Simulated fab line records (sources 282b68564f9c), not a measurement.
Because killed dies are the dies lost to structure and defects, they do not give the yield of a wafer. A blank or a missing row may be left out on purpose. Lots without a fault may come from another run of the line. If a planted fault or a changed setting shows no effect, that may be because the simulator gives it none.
fab line records | flow rit_cmos
record: lots: 7 wafers: 21 last_day: 8
route steps=202 shown NWELL@36 PWELL@39 WELLDRIVE@50 NRETRO@53 PRETRO@64 GATE@75
lots that met no fault: from a run of the same line without faults
start_h: the number of hours between the record's first day and the start of the first shown wafer of the lot | wait_h: how many hours have passed since the lot's step before this one | " the same as in the row above | L1.1+2: one row covering several wafers at once | - no value, or no start was given | * or withheld: withheld | < > ~ a bound
route shown NAME@n: a module of which the file shows steps, and the number in the route of the first | usual: mean/standard deviation of fault-free wafers | same: alike in all rows | chamber/n: place in a boat | sites: readings site by site | _std_site: how widely they spread, as a standard deviation | _edge_site: the outer-site mean with the inner-site mean subtracted | radius_mm: for every site, how far away it sits from the centre of the wafer | mask NAME#n: copy n | behind: tool/chamber where the wafer was last shaped | hold: what put the lot on hold/how long, in hours/how the hold closed | device: the n, p or np transistor that did not switch | end of line: the tests these same wafers got at the end of their route | step lacking rows: just its recipe | killed: not the wafer's yield, but the dies lost to structure and defects at the first sort | map: the dies of a wafer, with x for killed, . for not killed, _ for no die there
set.NAME: the setting the step ran with; set.NAME@STEP: the setting that earlier step ran with | model.NAME: the simulator's own value behind a step, which no gauge read
lots at some steps of the route; a table a step, a row a wafer
services: a tool's chamber out of use, with start hour (start_h, from the record's first day; less than 0 if before it), hours out, and reason
== steps ==
step: RIT_NWELL_IMPLANT_08
recipe: species: P energy_kev: 167.8 dose_cm2: 5e+13 tilt_deg: 7
step: RIT_NWELL_STRIP_09
recipe: chemistry: O2 time_s: 180 resist: NOVOLAK platen_temp_c: withheld power_w: 500 pressure_mtorr: 4000 o2_flow_sccm: 4000
usual: chamber_pressure_mTorr: 4000/3.7 drypump_motor_current_A: 6.2/0.64
columns lot.wafer tool chamber start_h wait_h chamber_pressure_mTorr drypump_motor_current_A rf_hours_counter_h
L631.1 plasma_asher-01 0 51.52 0.1 3997 6.8 25
L631.2 " 1 " " 3999 5.8 25
L631.4 " 1 " " 3996 5.7 -
L637.1 plasma_asher-02 0 84.31 0.1 3998 6.5 44
L637.5 " 1 " " 4005 6.8 -
L637.6 " 0 " " 4004 6.5 -
L641.2 plasma_asher-02 0 107.92 0.1 4003 6.5 46
L641.4 " 1 " " 4000 6.8 -
L641.6 " 1 " " 3999 6.8 -
L642.2 plasma_asher-02 0 112.56 0.1 4001 6.5 46
L642.4 " 0 " " 4001 6.5 -
L642.5 " 1 " " 4002 6.8 -
L643.1 plasma_asher-01 1 121.80 0.1 4007 5.7 32
L643.4 " 0 " " 3994 6.8 -
L643.6 " 1 " " 3994 5.8 -
L648.4 plasma_asher-04 0 138.51 0.1 4002 6.6 -
L648.5 " 1 " " 4005 5.0 -
L648.6 " 0 " " 4001 6.6 -
L649.1 plasma_asher-01 0 138.57 0.1 4004 6.8 34
L649.2 " 1 " " 4004 5.8 34
L649.5 " 1 " " 3994 5.8 -
step: RIT_NWELL_TW_MEAS_10
usual: NWELL_TW: 2160/13
columns lot.wafer tool chamber start_h wait_h NWELL_TW
L631.1 film_metro-04 - 51.69 0.1 2156
L631.2 " - " " 2152
L631.4 " - " " 2162
L637.1 film_metro-01 - 84.49 0.1 2162
L637.5 " - " " 2153
L637.6 " - " " 2159
L641.2 film_metro-03 - 108.10 0.1 2145
L641.4 " - " " 2155
L641.6 " - " " 2164
L642.2 film_metro-04 - 112.75 0.1 2179
L642.4 " - " " 2163
L642.5 " - " " 2169
L643.1 film_metro-04 - 121.97 0.1 2174
L643.4 " - " " 2174
L643.6 " - " " 2173
L648.4 film_metro-03 - 138.66 0.1 2155
L648.5 " - " " 2148
L648.6 " - " " 2148
L649.1 film_metro-01 - 138.74 0.1 2152
L649.2 " - " " 2160
L649.5 " - " " 2157
step: RIT_PWELL_HMDS_00
recipe: prime_time_s: 60 prime_temp_c: 140
step: RIT_PWELL_COAT_01
recipe: resist: NOVOLAK spin_rpm: 2000 resist_thk_nm: 1300
step: RIT_PWELL_SOFTBAKE_02
recipe: resist: NOVOLAK temp_c: 90 time_s: 60
step: RIT_PWELL_EXPOSE_03
recipe: mask_id: M3 na: 0.57 target_cd_nm: 43700 dose_mj: 250
step: RIT_PWELL_PEB_04
recipe: resist: NOVOLAK temp_c: withheld time_s: withheld
step: RIT_PWELL_DEVELOP_05
recipe: resist: NOVOLAK develop_time_s: 68 dev_temp_c: 23
step: RIT_PWELL_OVL_MEAS_06
usual: PWELL_OVL: 0.4/1.5
columns lot.wafer tool chamber start_h wait_h PWELL_OVL[nm]
L631.1 overlay-02 - 52.76 - 2.1
L631.2 " - " " 3.0
L631.4 " - " " 1.0
L637.1 overlay-01 - 85.43 - -0.2
L637.5 " - " " 2.8
L637.6 " - " " -1.0
L641.2 overlay-01 - 109.04 - 2.1
L641.4 " - " " -0.6
L641.6 " - " " 0.9
L642.2 overlay-01 - 113.69 - -0.8
L642.4 " - " " -0.3
L642.5 " - " " 0.1
L643.1 overlay-02 - 123.04 - -1.0
L643.4 " - " " 0.5
L643.6 " - " " 0.5
L648.4 overlay-02 - 139.59 - 2.0
L648.5 " - " " 2.8
L648.6 " - " " 2.3
L649.1 overlay-02 - 139.88 - -1.9
L649.2 " - " " 1.6
L649.5 " - " " 0.0
step: RIT_PWELL_HARDBAKE_07
recipe: resist: NOVOLAK temp_c: 140 time_s: 120
step: RIT_PWELL_IMPLANT_08
recipe: species: B energy_kev: 170 dose_cm2: 7e+13 tilt_deg: 7
step: RIT_PWELL_STRIP_09
recipe: chemistry: O2 time_s: 180 resist: NOVOLAK platen_temp_c: withheld power_w: 500 pressure_mtorr: 4000 o2_flow_sccm: 4000
usual: chamber_pressure_mTorr: 4001/3.7 drypump_motor_current_A: 6.0/0.65
columns lot.wafer tool chamber start_h wait_h chamber_pressure_mTorr drypump_motor_current_A rf_hours_counter_h model.NOVOLAK_of_PWELL_COAT_01.thk_nm
L631.1 plasma_asher-03 0 53.19 0.1 4000 5.8 39 0
L631.2 " 1 " " 3999 5.5 39 0
L631.4 " 1 " " 4003 5.5 - 0
L637.1 plasma_asher-04 1 85.87 0.1 4003 5.0 43 0
L637.5 " 1 " " 4001 5.0 - 0
L637.6 " 0 " " 3995 6.6 - 0
L641.2 plasma_asher-01 1 109.47 0.1 - - - 1144
L641.4 " 0 " " - - - 1141
L641.6 " 0 " " - - - 1143
L642.2 plasma_asher-04 0 114.12 0.1 - - - 1137
L642.4 " 0 " " - - - 1135
L642.5 " 1 " " - - - 1135
L643.1 plasma_asher-03 0 123.47 0.1 - - - 1135
L643.4 " 0 " " - - - 1137
L643.6 " 1 " " - - - 1134
L648.4 plasma_asher-01 1 140.08 0.1 3998 5.8 - 0
L648.5 " 0 " " 4020 6.8 - 0
L648.6 " 1 " " 3998 5.7 - 0
L649.1 plasma_asher-03 0 140.42 0.1 4004 5.9 2 0
L649.2 " 1 " " 4000 5.5 2 0
L649.5 " 1 " " 4005 5.5 - 0
step: RIT_PWELL_TW_MEAS_10
usual: PWELL_TW: 962/5.1
columns lot.wafer tool chamber start_h wait_h PWELL_TW
L631.1 film_metro-03 - 53.42 0.2 968
L631.2 " - " " 963
L631.4 " - " " 965
L637.1 film_metro-01 - 86.04 0.1 963
L637.5 " - " " 964
L637.6 " - " " 964
L641.2 film_metro-03 - 109.65 0.1 959
L641.4 " - " " 959
L641.6 " - " " 954
L642.2 film_metro-03 - 114.30 0.1 960
L642.4 " - " " 962
L642.5 " - " " 954
L643.1 film_metro-03 - 123.65 0.1 963
L643.4 " - " " 956
L643.6 " - " " 957
L648.4 film_metro-01 - 140.22 0.1 964
L648.5 " - " " 967
L648.6 " - " " 960
L649.1 film_metro-04 - 140.59 0.1 966
L649.2 " - " " 972
L649.5 " - " " 970
step: RIT_WELLDRIVE_ANNEAL_00
recipe: temp_c: 1100 time_s: 14700 ambient: N2
step: RIT_WELLDRIVE_RS_MEAS_01
recipe: thk_meas_gauge: four-point-probe
usual: NWELL_RS: 275.5/0.85
columns lot.wafer tool chamber start_h wait_h NWELL_RS[ohm/sq]
L631.1 film_metro-04 - 59.97 0.0 275.7
L631.2 " - " " 274.9
L631.4 " - " " 275.2
L637.1 film_metro-01 - 94.27 0.0 274.9
L637.5 " - " " 275.8
L637.6 " - " " 276.0
L641.2 film_metro-03 - 118.02 0.0 277.3
L641.4 " - " " 276.2
L641.6 " - " " 276.0
L642.2 film_metro-01 - 123.66 0.0 273.2
L642.4 " - " " 273.6
L642.5 " - " " 274.3
L643.1 film_metro-01 - 131.53 0.0 275.8
L643.4 " - " " 275.4
L643.6 " - " " 276.0
L648.4 film_metro-01 - 145.43 0.1 276.2
L648.5 " - " " 275.8
L648.6 " - " " 275.2
L649.1 film_metro-04 - 148.45 0.0 276.5
L649.2 " - " " 276.6
L649.5 " - " " 276.3
step: RIT_WELLDRIVE_RS_MEAS_02
recipe: thk_meas_gauge: four-point-probe
usual: PWELL_RS: 429.5/1.1
columns lot.wafer tool chamber start_h wait_h PWELL_RS[ohm/sq]
L631.1 film_metro-04 - 60.09 0.1 430.6
L631.2 " - " " 431.0
L631.4 " - " " 430.3
L637.1 film_metro-01 - 94.39 0.1 430.0
L637.5 " - " " 428.9
L637.6 " - " " 429.3
L641.2 film_metro-03 - 118.14 0.1 431.2
L641.4 " - " " 428.8
L641.6 " - " " 429.5
L642.2 film_metro-01 - 123.78 0.1 428.0
L642.4 " - " " 429.0
L642.5 " - " " 430.4
L643.1 film_metro-01 - 131.65 0.1 429.9
L643.4 " - " " 428.4
L643.6 " - " " 429.5
L648.4 film_metro-01 - 145.55 0.1 428.5
L648.5 " - " " 427.3
L648.6 " - " " 428.1
L649.1 film_metro-04 - 148.57 0.1 430.2
L649.2 " - " " 428.9
L649.5 " - " " 430.9
step: RIT_NRETRO_HMDS_00
recipe: prime_time_s: 60 prime_temp_c: 140
step: RIT_NRETRO_COAT_01
recipe: resist: NOVOLAK spin_rpm: 2000 resist_thk_nm: 1300
step: RIT_NRETRO_SOFTBAKE_02
recipe: resist: NOVOLAK temp_c: 90 time_s: 60
step: RIT_NRETRO_EXPOSE_03
recipe: mask_id: M4 na: 0.57 target_cd_nm: 43900 dose_mj: 250
step: RIT_NRETRO_PEB_04
recipe: resist: NOVOLAK temp_c: withheld time_s: withheld
step: RIT_NRETRO_DEVELOP_05
recipe: resist: NOVOLAK develop_time_s: 68 dev_temp_c: 23
step: RIT_NRETRO_OVL_MEAS_06
usual: NRETRO_OVL: 1.5/1.3
columns lot.wafer tool chamber start_h wait_h NRETRO_OVL[nm]
L631.1 overlay-02 - 61.22 - -0.9
L631.2 " - " " 0.1
L631.4 " - " " -0.7
L637.1 overlay-02 - 95.51 - 2.6
L637.5 " - " " 1.8
L637.6 " - " " 1.8
L641.2 overlay-02 - 119.25 - 1.1
L641.4 " - " " 1.1
L641.6 " - " " 2.4
L642.2 overlay-01 - 124.90 - 0.5
L642.4 " - " " 2.1
L642.5 " - " " -0.6
L643.1 overlay-01 - 132.82 - 0.8
L643.4 " - " " 1.8
L643.6 " - " " 0.3
L648.4 overlay-01 - 146.51 - 1.7
L648.5 " - " " 0.5
L648.6 " - " " 2.4
L649.1 overlay-01 - 149.70 - 1.6
L649.2 " - " " 2.4
L649.5 " - " " 1.9
step: RIT_NRETRO_HARDBAKE_07
recipe: resist: NOVOLAK temp_c: 140 time_s: 120
step: RIT_NRETRO_IMPLANT_08
recipe: species: P energy_kev: 70 dose_cm2: 1.02e+13 tilt_deg: 7
step: RIT_NRETRO_STRIP_09
recipe: chemistry: O2 time_s: 180 resist: NOVOLAK platen_temp_c: withheld power_w: 500 pressure_mtorr: 4000 o2_flow_sccm: 4000
usual: chamber_pressure_mTorr: 4000/3.7 drypump_motor_current_A: 6.0/0.61
columns lot.wafer tool chamber start_h wait_h chamber_pressure_mTorr drypump_motor_current_A rf_hours_counter_h
L631.1 plasma_asher-02 0 61.65 0.1 4005 6.5 41
L631.2 " 1 " " 4003 6.8 41
L631.4 " 1 " " 3999 6.8 -
L637.1 plasma_asher-02 0 95.95 0.1 4001 6.5 45
L637.5 " 0 " " 3998 6.5 -
L637.6 " 1 " " 3995 6.8 -
L641.2 plasma_asher-04 1 119.68 0.1 4003 5.0 45
L641.4 " 0 " " 4003 6.6 -
L641.6 " 0 " " 3995 6.6 -
L642.2 plasma_asher-03 0 125.33 0.1 4002 5.9 1
L642.4 " 0 " " 3996 5.9 -
L642.5 " 1 " " 4004 5.4 -
L643.1 plasma_asher-03 1 133.34 0.1 3998 5.5 1
L643.4 " 1 " " 3994 5.5 -
L643.6 " 1 " " 4001 5.5 -
L648.4 plasma_asher-02 0 146.99 0.1 3990 6.5 -
L648.5 " 1 " " 3999 6.7 -
L648.6 " 0 " " 4002 6.6 -
L649.1 plasma_asher-02 0 150.13 0.1 3998 6.5 50
L649.2 " 1 " " 3998 6.8 50
L649.5 " 1 " " 4004 6.8 -
step: RIT_NRETRO_TW_MEAS_10
usual: NRETRO_TW: 1065/5.6
columns lot.wafer tool chamber start_h wait_h NRETRO_TW
L631.1 film_metro-04 - 61.83 0.1 1071
L631.2 " - " " 1066
L631.4 " - " " 1065
L637.1 film_metro-02 - 96.12 0.1 1058
L637.5 " - " " 1063
L637.6 " - " " 1059
L641.2 film_metro-01 - 119.86 0.1 30
L641.4 " - " " 30
L641.6 " - " " 30
L642.2 film_metro-01 - 125.51 0.1 30
L642.4 " - " " 30
L642.5 " - " " 30
L643.1 film_metro-02 - 133.51 0.1 30
L643.4 " - " " 30
L643.6 " - " " 30
L648.4 film_metro-01 - 147.14 0.1 1066
L648.5 " - " " 1074
L648.6 " - " " 1068
L649.1 film_metro-01 - 150.31 0.1 1062
L649.2 " - " " 1058
L649.5 " - " " 1070
step: RIT_PRETRO_HMDS_00
recipe: prime_time_s: 60 prime_temp_c: 140
step: RIT_PRETRO_COAT_01
recipe: resist: NOVOLAK spin_rpm: 2000 resist_thk_nm: 1300
step: RIT_PRETRO_SOFTBAKE_02
recipe: resist: NOVOLAK temp_c: 90 time_s: 60.96
usual: heater_power_total_W: 34.53/0.046 plate_sensor_t_centre_C: 90.969/0.0097 plate_sensor_t_edge_C: 91.021/0.01
columns lot.wafer tool chamber start_h wait_h heater_power_total_W plate_sensor_t_centre_C plate_sensor_t_edge_C
L631.1 litho_track-04 0 62.25 0.1 34.53 90.986 91.021
L631.2 " 0 " " 34.44 90.964 91.018
L631.4 " 0 " " 34.57 90.969 91.009
L637.1 litho_track-04 0 96.48 0.1 34.52 90.962 91.020
L637.5 " 0 " " 34.58 90.970 91.023
L637.6 " 0 " " 34.46 90.941 91.031
L641.2 litho_track-02 0 120.24 0.1 34.55 90.973 91.036
L641.4 " 0 " " 34.48 90.984 91.007
L641.6 " 0 " " 34.57 90.962 91.020
L642.2 litho_track-01 0 125.89 0.1 34.59 90.972 90.999
L642.4 " 0 " " 34.55 90.970 91.019
L642.5 " 0 " " 34.51 90.976 91.003
L643.1 litho_track-02 0 133.87 0.1 34.56 90.983 91.030
L643.4 " 0 " " 34.50 90.974 91.010
L643.6 " 0 " " 34.46 90.969 91.015
L648.4 litho_track-02 0 147.79 0.1 34.56 90.967 90.999
L648.5 " 0 " " 34.47 90.973 91.025
L648.6 " 0 " " 34.53 90.970 91.020
L649.1 litho_track-02 0 150.82 0.1 34.50 90.967 91.019
L649.2 " 0 " " 34.51 90.970 91.029
L649.5 " 0 " " 34.61 90.954 91.013
step: RIT_PRETRO_EXPOSE_03
recipe: mask_id: M5 na: 0.57 target_cd_nm: 43700 dose_mj: 250
step: RIT_PRETRO_PEB_04
recipe: resist: NOVOLAK temp_c: withheld time_s: withheld
step: RIT_PRETRO_DEVELOP_05
recipe: resist: NOVOLAK develop_time_s: 68 dev_temp_c: 23
step: RIT_PRETRO_OVL_MEAS_06
usual: PRETRO_OVL: -0.6/1.6
columns lot.wafer tool chamber start_h wait_h PRETRO_OVL[nm]
L631.1 overlay-02 - 62.95 - 3.9
L631.2 " - " " 3.1
L631.4 " - " " 3.5
L637.1 overlay-01 - 97.30 - -3.3
L637.5 " - " " -1.8
L637.6 " - " " -1.6
L641.2 overlay-01 - 120.80 - -5.1
L641.4 " - " " -2.6
L641.6 " - " " -2.8
L642.2 overlay-02 - 126.45 - 2.3
L642.4 " - " " -0.5
L642.5 " - " " -1.1
L643.1 overlay-01 - 134.45 - -1.0
L643.4 " - " " -2.5
L643.6 " - " " -0.7
L648.4 overlay-02 - 148.31 - 2.5
L648.5 " - " " 1.0
L648.6 " - " " 1.0
L649.1 overlay-01 - 151.52 - -2.3
L649.2 " - " " -2.5
L649.5 " - " " -1.1
step: RIT_PRETRO_HARDBAKE_07
recipe: resist: NOVOLAK temp_c: 140 time_s: 120
step: RIT_PRETRO_IMPLANT_08
recipe: species: B energy_kev: 45 dose_cm2: 1.2e+13 tilt_deg: 7
step: RIT_PRETRO_STRIP_09
recipe: chemistry: O2 time_s: 180 resist: NOVOLAK platen_temp_c: withheld power_w: 500 pressure_mtorr: 4000 o2_flow_sccm: 4000
usual: chamber_pressure_mTorr: 4000/3.4 drypump_motor_current_A: 6.2/0.52
columns lot.wafer tool chamber start_h wait_h chamber_pressure_mTorr drypump_motor_current_A rf_hours_counter_h
L631.1 plasma_asher-01 1 63.39 0.1 3995 5.7 27
L631.2 " 0 " " 3997 6.8 27
L631.4 " 0 " " 4001 6.8 -
L637.1 plasma_asher-03 0 97.73 0.1 3998 5.9 44
L637.5 " 0 " " 3999 5.9 -
L637.6 " 1 " " 3999 5.4 -
L641.2 plasma_asher-03 0 121.23 0.1 3999 5.8 0
L641.4 " 1 " " 3998 5.5 -
L641.6 " 1 " " 4000 5.4 -
L642.2 plasma_asher-01 1 126.88 0.1 3999 5.8 33
L642.4 " 1 " " 4001 5.8 -
L642.5 " 0 " " 4001 6.8 -
L643.1 plasma_asher-02 0 134.89 0.1 4001 6.5 48
L643.4 " 1 " " 4000 6.8 -
L643.6 " 1 " " 3999 6.8 -
L648.4 plasma_asher-03 0 148.95 0.1 3997 5.9 -
L648.5 " 1 " " 3993 5.5 -
L648.6 " 0 " " 3995 5.9 -
L649.1 plasma_asher-03 1 151.96 0.1 4000 5.4 4
L649.2 " 0 " " 3997 5.9 4
L649.5 " 0 " " 4000 5.9 -
step: RIT_PRETRO_TW_MEAS_10
usual: PRETRO_TW: 478.8/2.6
columns lot.wafer tool chamber start_h wait_h PRETRO_TW
L631.1 film_metro-02 - 63.56 0.1 473.6
L631.2 " - " " 475.1
L631.4 " - " " 477.0
L637.1 film_metro-02 - 97.91 0.1 475.4
L637.5 " - " " 479.0
L637.6 " - " " 475.5
L641.2 film_metro-02 - 121.41 0.1 30.0
L641.4 " - " " 30.1
L641.6 " - " " 30.3
L642.2 film_metro-03 - 127.06 0.1 30.2
L642.4 " - " " 30.0
L642.5 " - " " 30.1
L643.1 film_metro-03 - 135.06 0.1 30.1
L643.4 " - " " 30.3
L643.6 " - " " 30.0
L648.4 film_metro-04 - 149.09 0.1 480.2
L648.5 " - " " 480.8
L648.6 " - " " 479.9
L649.1 film_metro-04 - 152.13 0.1 478.6
L649.2 " - " " 478.3
L649.5 " - " " 482.8
step: RIT_GATE_WET_ETCH_00
recipe: chemistry: BOE target: SiO2 target_depth_nm: 56 time_s: 60 dry: n2_spin dilution: 10:1 temp_c: 21.5
== services ==
columns tool chamber start_h hours kind
plasma_asher-03 - 67.92 1.6 repair
plasma_asher-03 - 108.75 9.0 pm
plasma_asher-03 0 108.75 9.0 vent_cycle
plasma_asher-03 1 108.75 9.0 vent_cycle
plasma_asher-03 0 117.75 - clean
plasma_asher-03 1 117.75 - clean
plasma_asher-04 - 125.04 1.7 repair
plasma_asher-02 - 126.86 2.8 pm
plasma_asher-01 - 132.82 4.3 pm
== key ==
first_sign: step: RIT_PWELL_STRIP_09 reading: tool_record direction: missing
effect: step: RIT_NRETRO_TW_MEAS_10 reading: NRETRO_TW direction: down sigmas: 99+ usual: 1065 struck: 30
effect: step: RIT_PRETRO_TW_MEAS_10 reading: PRETRO_TW direction: down sigmas: 99+ usual: 478.8 struck: 30.1
model_effect: step: RIT_PWELL_STRIP_09 value: NOVOLAK_of_PWELL_COAT_01.thk_nm without: 0 struck: 1138
met_at RIT_PWELL_STRIP_09
struck_wafers L641.2,L641.4,L641.6,L642.2,L642.4,L642.5,L643.1,L643.4,L643.6
sort_left_out L641.2,L641.4,L641.6,L642.2,L642.4,L642.5,L643.1,L643.4,L643.6
tester_left_out L641,L642,L643
onset_between 85.87 109.47
fault: kind: skipped_step_whole tool: plasma_asher-01,plasma_asher-03,plasma_asher-04 chamber: - onset_h: 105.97 steps: RIT_PWELL_STRIP_09 scope: struck_lots_only
tester_left_out: of these lots the tester's yield and bins aren't shown, on N5 and GAA mostly nor the transistor test; their killed dies are dies lost to structure and defects alone, not to doping, threshold or leakage, so they don't give the yield
sort_left_out: the simulated sort isn't trusted on such a fault, so these wafers' sort isn't shown, and their yield isn't known
